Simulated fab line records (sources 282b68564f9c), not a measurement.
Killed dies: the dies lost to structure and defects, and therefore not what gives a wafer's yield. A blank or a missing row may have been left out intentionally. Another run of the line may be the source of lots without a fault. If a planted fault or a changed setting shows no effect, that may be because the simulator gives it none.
Shared-tool check || flow rit_cmos || 14 lots and 42 wafers in the sample

== REASON FOR OPENING ==
At RIT_SDANNEAL_RS_MEAS_04 the reading PSD_RS is flagged on 2 of 14 lots. Wafers without a fault read 115.96 ohm/sq, standard deviation 0.28.
Rule: a lot is flagged when every wafer of it that has a number lies more than 4 standard deviations from that mean, or none has a number. The other lots count as sound.

{"lot": "L810", "measured": "day 3 11:06", "on": "film_metro-03", "PSD_RS (ohm/sq), wafer by wafer": "115.73 115.60 116.25", "flag": ""}
{"lot": "L811", "measured": "day 3 12:26", "on": "film_metro-04", "PSD_RS (ohm/sq), wafer by wafer": "115.83 116.10 115.72", "flag": ""}
{"lot": "L812", "measured": "day 3 18:41", "on": "film_metro-03", "PSD_RS (ohm/sq), wafer by wafer": "116.06 116.05 115.78", "flag": ""}
{"lot": "L813", "measured": "day 3 22:19", "on": "film_metro-04", "PSD_RS (ohm/sq), wafer by wafer": "116.06 116.34 115.78", "flag": ""}
{"lot": "L814", "measured": "day 4 04:37", "on": "film_metro-01", "PSD_RS (ohm/sq), wafer by wafer": "115.96 116.14 116.04", "flag": ""}
{"lot": "L815", "measured": "day 4 07:52", "on": "film_metro-01", "PSD_RS (ohm/sq), wafer by wafer": "116.02 116.13 115.92", "flag": ""}
{"lot": "L817", "measured": "day 4 17:59", "on": "film_metro-03", "PSD_RS (ohm/sq), wafer by wafer": "115.50 116.07 115.92", "flag": ""}
{"lot": "L820", "measured": "day 5 08:18", "on": "film_metro-03", "PSD_RS (ohm/sq), wafer by wafer": "116.39 116.22 116.26", "flag": ""}
{"lot": "L822", "measured": "day 5 18:56", "on": "film_metro-04", "PSD_RS (ohm/sq), wafer by wafer": "108.11 108.13 107.91", "flag": "FLAGGED"}
{"lot": "L826", "measured": "day 6 16:50", "on": "film_metro-03", "PSD_RS (ohm/sq), wafer by wafer": "108.35 108.49 108.14", "flag": "FLAGGED"}
{"lot": "L827", "measured": "day 6 20:56", "on": "film_metro-03", "PSD_RS (ohm/sq), wafer by wafer": "116.03 116.41 116.36", "flag": ""}
{"lot": "L828", "measured": "day 7 02:02", "on": "film_metro-01", "PSD_RS (ohm/sq), wafer by wafer": "115.91 115.74 115.93", "flag": ""}
{"lot": "L829", "measured": "day 7 05:42", "on": "film_metro-03", "PSD_RS (ohm/sq), wafer by wafer": "115.39 115.62 115.72", "flag": ""}
{"lot": "L830", "measured": "day 7 09:55", "on": "film_metro-01", "PSD_RS (ohm/sq), wafer by wafer": "115.78 116.13 116.17", "flag": ""}
Average over the flagged lots: 108.19 ohm/sq; offset from the usual -7.77 ohm/sq, equal to -28 standard deviations.

== EACH LOT AND THE TOOL IT RAN ON ==
The record keeps 1 process step preceding the reading, out of 202 steps on the route. Each cell gives the tool, then ch followed by the chambers the sampled wafers passed through, then the start.
{"lot": "L810", "flag": "", "RIT_PSD_IMPLANT_08": "implanter-01 ch 0, day 3 10:16"}
{"lot": "L811", "flag": "", "RIT_PSD_IMPLANT_08": "implanter-04 ch 0, day 3 11:29"}
{"lot": "L812", "flag": "", "RIT_PSD_IMPLANT_08": "implanter-01 ch 0, day 3 17:53"}
{"lot": "L813", "flag": "", "RIT_PSD_IMPLANT_08": "implanter-04 ch 0, day 3 21:31"}
{"lot": "L814", "flag": "", "RIT_PSD_IMPLANT_08": "implanter-02 ch 0, day 4 03:44"}
{"lot": "L815", "flag": "", "RIT_PSD_IMPLANT_08": "implanter-04 ch 0, day 4 07:02"}
{"lot": "L817", "flag": "", "RIT_PSD_IMPLANT_08": "implanter-02 ch 0, day 4 17:11"}
{"lot": "L820", "flag": "", "RIT_PSD_IMPLANT_08": "implanter-02 ch 0, day 5 07:28"}
{"lot": "L822", "flag": "FLAGGED", "RIT_PSD_IMPLANT_08": "implanter-02 ch 0, day 5 18:06"}
{"lot": "L826", "flag": "FLAGGED", "RIT_PSD_IMPLANT_08": "implanter-02 ch 0, day 6 15:57"}
{"lot": "L827", "flag": "", "RIT_PSD_IMPLANT_08": "implanter-04 ch 0, day 6 20:03"}
{"lot": "L828", "flag": "", "RIT_PSD_IMPLANT_08": "implanter-01 ch 0, day 7 01:02"}
{"lot": "L829", "flag": "", "RIT_PSD_IMPLANT_08": "implanter-04 ch 0, day 7 04:50"}
{"lot": "L830", "flag": "", "RIT_PSD_IMPLANT_08": "implanter-01 ch 0, day 7 09:07"}
What the steps here do:
- RIT_PSD_IMPLANT_08
- RIT_SDANNEAL_RS_MEAS_04: measures by four-point-probe.

== FLAGGED OVER TOTAL, TOOL BY TOOL (the gauges that took the reading come last) ==
{"step": "RIT_PSD_IMPLANT_08", "tool": "implanter-01", "lots run": 4, "flagged": 0, "share of the flagged lots": "none", "sound lots run after its first flagged lot": "-"}
{"step": "RIT_PSD_IMPLANT_08", "tool": "implanter-02", "lots run": 5, "flagged": 2, "share of the flagged lots": "all", "sound lots run after its first flagged lot": 0}
{"step": "RIT_PSD_IMPLANT_08", "tool": "implanter-04", "lots run": 5, "flagged": 0, "share of the flagged lots": "none", "sound lots run after its first flagged lot": "-"}
{"step": "RIT_SDANNEAL_RS_MEAS_04", "tool": "film_metro-01", "lots run": 4, "flagged": 0, "share of the flagged lots": "none", "sound lots run after its first flagged lot": "-"}
{"step": "RIT_SDANNEAL_RS_MEAS_04", "tool": "film_metro-03", "lots run": 7, "flagged": 1, "share of the flagged lots": "some", "sound lots run after its first flagged lot": "2 (L827,L829)"}
{"step": "RIT_SDANNEAL_RS_MEAS_04", "tool": "film_metro-04", "lots run": 3, "flagged": 1, "share of the flagged lots": "some", "sound lots run after its first flagged lot": 0}

== WHAT THE TABLE ALLOWS ==
In the table, 1 row covers all flagged lots: implanter-02 at RIT_PSD_IMPLANT_08.
- implanter-02 at RIT_PSD_IMPLANT_08: 2 of its 5 lots flagged. Its last sound lot is L820 (day 5 07:28), its first flagged lot L822 (day 5 18:06): a fault that began between those two fits. Its own readings (beam_on_s, dose_ions_cm2) fall more than 4 standard deviations out on all wafers of the flagged lots.
Just one tool remains: implanter-02 at RIT_PSD_IMPLANT_08.

== WHAT WAS PUT IN BY THE SIMULATOR ==
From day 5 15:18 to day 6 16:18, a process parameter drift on implanter-02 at RIT_PSD_IMPLANT_08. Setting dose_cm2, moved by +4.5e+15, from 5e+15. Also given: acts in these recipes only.
Lots struck among those shown: L822, L826. The same result came from the rule above.
